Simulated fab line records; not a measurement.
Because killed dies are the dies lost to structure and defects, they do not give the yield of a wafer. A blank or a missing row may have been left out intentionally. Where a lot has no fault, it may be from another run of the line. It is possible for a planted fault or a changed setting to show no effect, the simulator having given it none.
The tool behind it: which one? | flow rit cmos | 13 lots, 39 wafers sampled, at 3 steps of a route of 202

WHAT EACH GAUGE READ, for each wafer
RIT_SILICIDE_RS_MEAS_02: measures by four-point-probe. Usual: SILICIDE_TI_RS typically reads 47.6 ohm/sq, with standard deviation 0.63.
lot  | measured    | on            | SILICIDE_TI_RS (ohm/sq)       | flag
L321 | day 3 13:18 | film metro-04 | 48.5 48.3 48.1                |
L322 | day 3 16:38 | film metro-02 | 47.4 47.3 47.9                |
L323 | day 3 22:15 | film metro-02 | 46.2 46.3 46.4                |
L324 | day 4 02:50 | film metro-03 | 47.1 47.3 47.0                |
L325 | day 4 10:22 | film metro-04 | 48.2 47.8 48.1                |
L328 | day 5 01:18 | film metro-04 | 47.0 47.1 46.8                |
L329 | day 5 06:13 | film metro-03 | 46.9 47.4 47.9                |
L330 | day 5 13:16 | film metro-04 | 48.2 48.0 47.7                |
L331 | day 5 23:04 | film metro-04 | 47.9 47.5 48.0                |
L335 | day 6 21:28 | film metro-03 | 47.4 47.9 48.0                |
L337 | day 7 04:18 | film metro-03 | 47.0 46.8 47.3                |
L339 | day 7 11:59 | film metro-02 | 47.5 47.5 37.4 48.0 47.9 37.6 | OFF
L342 | day 7 22:41 | film metro-03 | 47.4 47.5 47.7                |

RIT_SILICIDE_THK_MEAS_03: measures by xrf. Usual: SILICIDE_TI_THK typically reads 30.2 nm, with standard deviation 0.36.
lot  | measured    | on            | SILICIDE_TI_THK (nm)          | flag
L321 | day 3 13:25 | film metro-04 | 30.1 29.9 30.1                |
L322 | day 3 16:45 | film metro-02 | 29.9 30.2 29.9                |
L323 | day 3 22:22 | film metro-02 | 30.8 30.7 30.6                |
L324 | day 4 02:58 | film metro-03 | 30.3 30.0 30.3                |
L325 | day 4 10:29 | film metro-04 | 30.1 30.3 30.2                |
L328 | day 5 01:25 | film metro-04 | 30.7 30.5 30.9                |
L329 | day 5 06:18 | film metro-03 | 30.0 30.0 29.7                |
L330 | day 5 13:23 | film metro-04 | 30.3 30.3 30.2                |
L331 | day 5 23:10 | film metro-04 | 30.3 30.5 30.3                |
L335 | day 6 21:35 | film metro-03 | 29.9 29.7 29.7                |
L337 | day 7 04:25 | film metro-03 | 30.2 30.6 30.3                |
L339 | day 7 14:59 | film metro-02 | 30.1 30.3 36.6 30.1 30.2 36.6 | OFF
L342 | day 7 22:47 | film metro-03 | 30.1 30.2 30.1                |

WHICH TOOL RAN EACH LOT (tool, then ch and the chambers of the sampled wafers, then the start)
lot  | RIT_SILICIDE_SPUTTER_01
L321 | pvd sputter-04, day 3 13:09
L322 | pvd sputter-04, day 3 16:29
L323 | pvd sputter-03, day 3 22:05
L324 | pvd sputter-04, day 4 02:39
L325 | pvd sputter-03, day 4 10:13
L328 | pvd sputter-04, day 5 01:08
L329 | pvd sputter-04, day 5 06:00
L330 | pvd sputter-03, day 5 13:07
L331 | pvd sputter-04, day 5 22:52
L335 | pvd sputter-01, day 6 21:19
L337 | pvd sputter-04, day 7 04:09
L339 | pvd sputter-04, day 7 11:50
L342 | pvd sputter-03, day 7 22:29
- RIT_SILICIDE_SPUTTER_01: material Ti, target thk 30 nm, time 240 s.

AS READ BY THE TOOLS THEMSELVES (means over the sampled wafers that have a number; for cases with no such wafer, the mark the record gives instead)
RIT_SILICIDE_SPUTTER_01. Usual: cathode dc power W 350.00 W, standard deviation 0.068; chamber pressure pa 0.6670 Pa, standard deviation 0.0013; substrate temp c 24.99 C, standard deviation 0.11; throttle valve pct 30.0 %, standard deviation 1.
lot  | tool           | cathode dc power W (W) | chamber pressure pa (Pa) | substrate temp c (C) | throttle valve pct (%) | flag
L321 | pvd sputter-04 | 350.02                 | 0.6673                   | 24.99                | 30.6                   |
L322 | pvd sputter-04 | 349.95                 | 0.6670                   | 25.05                | 29.3                   |
L323 | pvd sputter-03 | 349.95                 | 0.6664                   | 25.00                | 29.8                   |
L324 | pvd sputter-04 | 349.97                 | 0.6664                   | 24.91                | 30.3                   |
L325 | pvd sputter-03 | 350.02                 | 0.6681                   | 25.05                | 30.2                   |
L328 | pvd sputter-04 | 350.02                 | 0.6655                   | 25.00                | 30.1                   |
L329 | pvd sputter-04 | 350.01                 | 0.6665                   | 24.93                | 29.9                   |
L330 | pvd sputter-03 | 349.99                 | 0.6673                   | 25.03                | 29.1                   |
L331 | pvd sputter-04 | 350.06                 | 0.6658                   | 24.95                | 29.7                   |
L335 | pvd sputter-01 | 350.03                 | 0.6668                   | 25.00                | 30.0                   |
L337 | pvd sputter-04 | 350.03                 | 0.6667                   | 25.07                | 30.7                   |
L339 | pvd sputter-04 | 350.00                 | 0.6666                   | 25.05                | 30.2                   |
L342 | pvd sputter-03 | 349.92                 | 0.6659                   | 24.88                | 30.0                   |

THE ANSWER, worked out from the rows above alone
Rule: lot off if the mean of its wafers having a number is beyond 3 standard deviations from the usual mean. A lot without any number at a reading at which 4 lots or more have one is off too. Any other lot the step has rows for is counted as sound. After the gauges, taken in route order, come the tools' own readings; for these a lot's mean is taken, as printed above. At the first step where some lot is off, the reading lying furthest off is the one used; lots without a number count as furthest.
Off: L339, at RIT_SILICIDE_RS_MEAS_02 (SILICIDE_TI_RS).
If a tool, at a process step before that reading, ran all the lots that are off and no sound lot after the first of them, it fits. Those tools and the gauges at RIT_SILICIDE_RS_MEAS_02 are tried in the same way. This does not decide it: 2 tools fit, namely pvd sputter-04 at RIT_SILICIDE_SPUTTER_01 and film metro-02 at RIT_SILICIDE_RS_MEAS_02.

WHAT THE SIMULATOR HAD INSERTED
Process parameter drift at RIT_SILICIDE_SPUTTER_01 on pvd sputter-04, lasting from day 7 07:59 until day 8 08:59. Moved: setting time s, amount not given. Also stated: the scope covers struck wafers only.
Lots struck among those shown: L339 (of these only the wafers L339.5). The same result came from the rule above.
